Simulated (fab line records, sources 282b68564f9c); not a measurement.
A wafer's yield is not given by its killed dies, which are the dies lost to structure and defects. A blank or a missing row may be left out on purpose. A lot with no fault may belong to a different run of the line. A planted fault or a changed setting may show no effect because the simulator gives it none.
Struck lot and sound lot, side by side	flow rit-cmos	15 steps out of a route of 202
Sound: wafers L996.1, L996.4, L996.5. Struck: wafers L999.3, L999.4, L999.6. The cause is given at the end.
Each step with rows lists, per side, the tool, then ch with its chambers, then its first start. Under that, the readings that differ: sound wafers	struck wafers	difference of the means	sigmas: that difference in standard deviations of wafers without a fault.
alike: readings whose means differ by less than 2 such deviations, and words and numbers that are the same on both sides. not compared: withheld readings, readings that some wafer has no value for, bounds like >300 that may hide the same value, and numbers for which the record gives no deviation and whose values overlap.
Wherever a step has rows on one side only, a row that says differs or no value, or a row with sigmas, the two part there. Numbers that have no deviation but don't overlap get no sigmas and don't part them. Lack of a reading on every wafer of one side parts them only where that side has two or more wafers.

RIT_ACTIVE_THK_MEAS_02:
  struck on film-metro-04, day 2 14:46; sound on film-metro-04, day 1 22:11
reading	sound	struck	difference	sigmas
ACTIVE_OXIDE_THK (nm)	46.3 45.7 45.5	47.8 48.1 48.8	+2.4	+3
then, 1 step without rows for these wafers: RIT_ACTIVE_CVD_03 (deposits Si3N4 from SiH2Cl2/NH3, target thk 150 nm, time 1500 s).
RIT_ACTIVE_THK_MEAS_04:
  struck on film-metro-01, day 2 16:14; sound on film-metro-01, day 1 23:40
  alike: ACTIVE_NITRIDE_THK
then, 6 steps without rows for these wafers: RIT_ACTIVE_HMDS_05 (prime time 60 s); RIT_ACTIVE_COAT_06 (resist thk 1000 nm); RIT_ACTIVE_SOFTBAKE_07 (time 60 s); RIT_ACTIVE_EXPOSE_08 (exposes mask M1, target cd 1400 nm); RIT_ACTIVE_PEB_09; RIT_ACTIVE_DEVELOP_10 (develop time 50 s).
RIT_ACTIVE_CD_MEAS_11 targets a cd of 1400 nm.
  struck on cd-sem-01, day 2 17:17; sound on cd-sem-02, day 2 00:41
  alike: cd-nm
then, 1 step without rows for these wafers: RIT_ACTIVE_HARDBAKE_12 (time 60 s).
RIT_ACTIVE_ETCH_13: etches Si3N4 in SF6, stops on SiO2, time 210 s, target depth 210 nm.
  sound on rie-diel-01 ch 0,1, day 2 00:58; struck on rie-diel-01 ch 1,2,3, day 2 17:31
  alike: drypump-motor-current-A, oes-product-au, throttle-valve-pct
  not compared: rf-hours-counter-h
RIT_ACTIVE_STRIP_14: strips in O2, time 180 s.
  sound on plasma-asher-04 ch 1, day 2 01:06; struck on plasma-asher-02 ch 0,1, day 2 17:43
  no value came back on the struck wafers for chamber-pressure-mTorr (mTorr), drypump-motor-current-A (A), o2-flow-sccm (sccm); on the sound wafers chamber-pressure-mTorr (mTorr) reads 3996 4003 4005
reading	sound	struck	difference	sigmas
model.NOVOLAK_of_ACTIVE_COAT_06.thk-nm (nm)	0 0 0	654.3 668.1 651.9	+658.1	
  not compared: rf-hours-counter-h
RIT_ACTIVE_CD_MEAS_90 targets a cd of 1400 nm.
  struck on cd-sem-01, day 2 17:52; sound on cd-sem-02, day 2 01:16
  alike: cd-nm
RIT_M1_PROBE_99:
  struck on prober-02, day 4 15:28; sound on prober-01, day 3 23:21
reading	sound	struck	difference	sigmas
killed-at-front-end	5 9 6	264 264 264	+257	+83
killed-dies	5 9 6	264 264 264	+257	+80
killed-on-rim	3 0 1	70 70 70	+69	+49
  alike: killed-at-contacts, killed-open, killed-short

WHERE THEY PART
At RIT_ACTIVE_THK_MEAS_02 first; at RIT_M1_PROBE_99 last (within this record only).

WHY: what had been put in by the simulator
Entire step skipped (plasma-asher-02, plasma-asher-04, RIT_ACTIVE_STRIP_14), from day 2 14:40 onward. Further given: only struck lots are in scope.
